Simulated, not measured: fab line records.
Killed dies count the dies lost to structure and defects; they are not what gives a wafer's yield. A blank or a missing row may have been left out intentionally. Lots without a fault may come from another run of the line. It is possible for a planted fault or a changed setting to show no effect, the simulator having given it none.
Split-lot experiment | flow rit-cmos | 23 wafers read across 5 lots, on a route 202 steps long

## THE SPLIT
At RIT_SILICIDE_SPUTTER_01 (material Ti, target thk 30 nm, time 240 s), the setting power-w was moved away from the recipe's 350 W on 11 of the 23 wafers read, by -9.6% to +10.8%. All remaining wafers had this setting at the recipe value.

## SPLIT TO READING: what lies between them in the file, 1 step
- RIT_SILICIDE_RS_MEAS_02: measures by four-point-probe

## THE READING
SILICIDE_TI_THK, in nm, at RIT_SILICIDE_THK_MEAS_03 (measures by xrf). On this fab line, fault-free wafers typically give 30.2 nm with a standard deviation of 0.42 nm.

wafer  | tool, chamber at the split | power-w as run, W | against the recipe | SILICIDE_TI_THK, nm | against lot-mates on the recipe
L074.1 | pvd-sputter-04, -          | 350               | recipe             | 31.0                | -
L074.3 | pvd-sputter-04, -          | 350               | recipe             | 30.4                | -
L074.4 | pvd-sputter-04, -          | 330               | -5.7%              | 29.0                | -1.7
L074.5 | pvd-sputter-04, -          | 330               | -5.7%              | 29.0                | -1.7
L074.6 | pvd-sputter-04, -          | 330               | -5.7%              | 29.1                | -1.6
L079.1 | pvd-sputter-04, -          | 350               | recipe             | 29.9                | -
L079.2 | pvd-sputter-04, -          | 387.9             | +10.8%             | 33.5                | +3.6
L079.4 | pvd-sputter-04, -          | 387.9             | +10.8%             | 33.2                | +3.3
L079.5 | pvd-sputter-04, -          | 350               | recipe             | 30.0                | -
L079.6 | pvd-sputter-04, -          | 387.9             | +10.8%             | 33.3                | +3.3
L080.1 | pvd-sputter-03, -          | 332.9             | -4.9%              | 28.6                | -1.4
L080.3 | pvd-sputter-03, -          | 350               | recipe             | 30.1                | -
L080.4 | pvd-sputter-03, -          | 332.9             | -4.9%              | 28.7                | -1.3
L080.5 | pvd-sputter-03, -          | 350               | recipe             | 29.7                | -
L080.6 | pvd-sputter-03, -          | 350               | recipe             | 30.2                | -
L084.2 | pvd-sputter-03, -          | 350               | recipe             | 29.4                | -
L084.3 | pvd-sputter-03, -          | 316.5             | -9.6%              | 26.5                | -3.1
L084.4 | pvd-sputter-03, -          | 350               | recipe             | 29.9                | -
L084.5 | pvd-sputter-03, -          | 316.5             | -9.6%              | 26.9                | -2.8
L084.6 | pvd-sputter-03, -          | 316.5             | -9.6%              | 27.1                | -2.5
L085.1 | pvd-sputter-04, -          | 350               | recipe             | 29.6                | -
L085.4 | pvd-sputter-04, -          | 350               | recipe             | 29.6                | -
L085.5 | pvd-sputter-04, -          | 350               | recipe             | 30.0                | -

FIT RESULTS
A straight line over all 23 wafers: SILICIDE_TI_THK changes by +0.299 nm for each +1% of power-w; r = +0.97; the points scatter about the line by 0.44 nm.
The same after taking each lot's own level away (the mean of its wafers on the recipe; 23 wafers): +0.302 nm for each +1%; r = +0.99; scatter 0.2 nm.
That fit puts the effect of the largest move of power-w on the reading at 3.3 nm.
From 29.65 to 30.70 nm: that is the span of the lots' own levels, equal to 2.5 times the standard deviation above.
Consequently the slope shifts little with the lot-to-lot level, the two slopes agreeing.
Check: +3.25 nm against its lot-mates is what the line predicts for one of the wafers moved furthest among these (+10.8%) when that wafer is left out of the fit. Against them it came out at +3.55 nm.

## OTHER SPLITS APPLIED TO THESE WAFERS
Before the reading, these wafers also passed through other splits. Each is held against what the fit with the lots' levels taken away leaves over:
other split on the same wafers   | wafers away from the commonest value | r with SILICIDE_TI_THK (lot level and that fit taken away)
RIT_ACTIVE_OXIDATION_01 temp-c   | 10                                   | +0.00
RIT_ACTIVE_DEVELOP_10 dev-temp-c | 4                                    | -0.23
RIT_NWELL_COAT_01 spin-rpm       | 10                                   | +0.13
RIT_NWELL_IMPLANT_08 energy-kev  | 10                                   | +0.26
RIT_PWELL_IMPLANT_08 dose-cm2    | 11                                   | -0.19
RIT_NRETRO_SOFTBAKE_02 temp-c    | 8                                    | +0.11
RIT_PRETRO_COAT_01 resist-thk-nm | 8                                    | -0.23
RIT_NSD_IMPLANT_08 energy-kev    | 6                                    | -0.07
RIT_SDANNEAL_RTA_03 time-s       | 11                                   | +0.21

## THE WHOLE CHAIN: every reading that the file lists as answering this split, in the file's order
step                     | what it does                              | reading                                                                           | change (the file's fit)             | r (the file's)
RIT_SILICIDE_SPUTTER_01  | material Ti, target thk 30 nm, time 240 s | Ti_of_SILICIDE_SPUTTER_01.thk-nm (the simulator's own value, which no gauge read) | +0.3 nm for each +1% of the setting | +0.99
RIT_SILICIDE_RS_MEAS_02  | measures by four-point-probe              | SILICIDE_TI_RS                                                                    | -0.599 for each +1% of the setting  | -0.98
RIT_SILICIDE_THK_MEAS_03 | measures by xrf                           | SILICIDE_TI_THK                                                                   | +0.3 for each +1% of the setting    | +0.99

## THE FILE'S OWN FIT
SILICIDE_TI_THK changes by +0.3 nm for each +1% of power-w, r = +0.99.
